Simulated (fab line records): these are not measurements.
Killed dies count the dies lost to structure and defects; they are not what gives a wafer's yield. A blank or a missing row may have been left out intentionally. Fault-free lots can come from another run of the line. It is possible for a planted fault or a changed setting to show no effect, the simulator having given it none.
Tool commonality check + flow rit cmos + Sampled: 14 lots, 42 wafers

## REASON FOR OPENING
RIT_ACTIVE_THK_MEAS_02, reading ACTIVE_OXIDE_THK: flagged on 2 of 14 lots. Fault-free wafers read 46.6 nm, with a standard deviation of 1.1.
Rule: a lot is flagged in two cases, either no wafer of it has a number, or all its wafers with numbers fall more than 4 standard deviations from that mean. The other lots count as sound.

| lot  | measured    | on            | ACTIVE_OXIDE_THK (nm), wafer by wafer | flag    |
|------|-------------|---------------|---------------------------------------|---------|
| L608 | day 1 12:04 | film metro-01 | 44.4 45.0 45.5                        |         |
| L609 | day 1 17:03 | film metro-01 | 45.9 45.4 44.9                        |         |
| L611 | day 2 04:17 | film metro-04 | 45.0 45.1 45.4                        |         |
| L612 | day 2 08:04 | film metro-03 | 45.2 45.1 45.6                        |         |
| L614 | day 2 18:04 | film metro-03 | 46.7 46.7 47.0                        |         |
| L615 | day 2 23:04 | film metro-03 | 48.2 47.6 47.4                        |         |
| L616 | day 3 04:11 | film metro-04 | 59.2 59.6 59.9                        | FLAGGED |
| L617 | day 3 09:04 | film metro-04 | 59.1 58.8 58.3                        | FLAGGED |
| L623 | day 4 15:03 | film metro-04 | 45.5 45.7 46.7                        |         |
| L624 | day 4 20:20 | film metro-01 | 47.5 46.1 47.0                        |         |
| L625 | day 5 01:04 | film metro-04 | 46.2 46.5 46.5                        |         |
| L626 | day 5 06:03 | film metro-04 | 47.3 48.0 47.4                        |         |
| L628 | day 5 16:03 | film metro-04 | 46.2 45.8 46.9                        |         |
| L630 | day 6 02:36 | film metro-04 | 44.8 45.2 45.6                        |         |
Average over the flagged lots: 59.1 nm; offset from the usual +12.5 nm, equal to +11 standard deviations.

## TOOL THAT RAN EACH LOT
The record keeps 1 process step preceding the reading, out of 202 steps on the route. Each cell gives the tool, then ch followed by the chambers the sampled wafers passed through, then the start.
| lot  | flag    | RIT_ACTIVE_OXIDATION_01      |
|------|---------|------------------------------|
| L608 |         | furnace-02 ch 0, day 1 10:07 |
| L609 |         | furnace-02 ch 0, day 1 15:07 |
| L611 |         | furnace-01 ch 0, day 2 02:21 |
| L612 |         | furnace-01 ch 0, day 2 06:07 |
| L614 |         | furnace-01 ch 0, day 2 16:07 |
| L615 |         | furnace-01 ch 0, day 2 21:07 |
| L616 | FLAGGED | furnace-01 ch 0, day 3 02:14 |
| L617 | FLAGGED | furnace-01 ch 0, day 3 07:07 |
| L623 |         | furnace-02 ch 0, day 4 13:07 |
| L624 |         | furnace-03 ch 0, day 4 18:25 |
| L625 |         | furnace-02 ch 0, day 4 23:07 |
| L626 |         | furnace-03 ch 0, day 5 04:07 |
| L628 |         | furnace-03 ch 0, day 5 14:07 |
| L630 |         | furnace-02 ch 0, day 6 00:40 |
What these steps do:
- RIT_ACTIVE_OXIDATION_01: target thk 46.8 nm, ox time 3360 s.
- RIT_ACTIVE_THK_MEAS_02

## FLAGGED OVER TOTAL, TOOL BY TOOL (the gauges that took the reading come last)
| step                    | tool          | lots run | flagged | share of the flagged lots | sound lots run after its first flagged lot |
|-------------------------|---------------|----------|---------|---------------------------|--------------------------------------------|
| RIT_ACTIVE_OXIDATION_01 | furnace-01    | 6        | 2       | all                       | 0                                          |
| RIT_ACTIVE_OXIDATION_01 | furnace-02    | 5        | 0       | none                      | -                                          |
| RIT_ACTIVE_OXIDATION_01 | furnace-03    | 3        | 0       | none                      | -                                          |
| RIT_ACTIVE_THK_MEAS_02  | film metro-01 | 3        | 0       | none                      | -                                          |
| RIT_ACTIVE_THK_MEAS_02  | film metro-03 | 3        | 0       | none                      | -                                          |
| RIT_ACTIVE_THK_MEAS_02  | film metro-04 | 8        | 2       | all                       | 5 (L623,L625,L626,L628,L630)               |

## WHAT THE TABLE ALLOWS
Every flagged lot went through 2 rows of the table: furnace-01 at RIT_ACTIVE_OXIDATION_01 and film metro-04 at RIT_ACTIVE_THK_MEAS_02.
- furnace-01 at RIT_ACTIVE_OXIDATION_01: 2 of its 6 lots flagged. Last sound lot L615 at day 2 21:07, first flagged lot L616 at day 3 02:14; a fault beginning in between fits. Its own readings lie more than 4 standard deviations out on every wafer of the flagged lots: spike tc centre C, spike tc load C, spike tc source C, tube center temp C, tube_center_temp_C_max.
- film metro-04 at RIT_ACTIVE_THK_MEAS_02: 2 of its 8 lots flagged. Sound lots ran on it after the first flagged one (L623, L625, L626, L628, L630), which a lasting fault on the whole tool wouldn't allow.
One tool is left: furnace-01 at RIT_ACTIVE_OXIDATION_01.

## WHAT THE SIMULATOR HAD PUT IN
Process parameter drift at RIT_ACTIVE_OXIDATION_01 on furnace-01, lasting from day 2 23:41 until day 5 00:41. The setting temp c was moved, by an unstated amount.
Lots struck among those shown: L616, L617. The rule above reached the same finding.
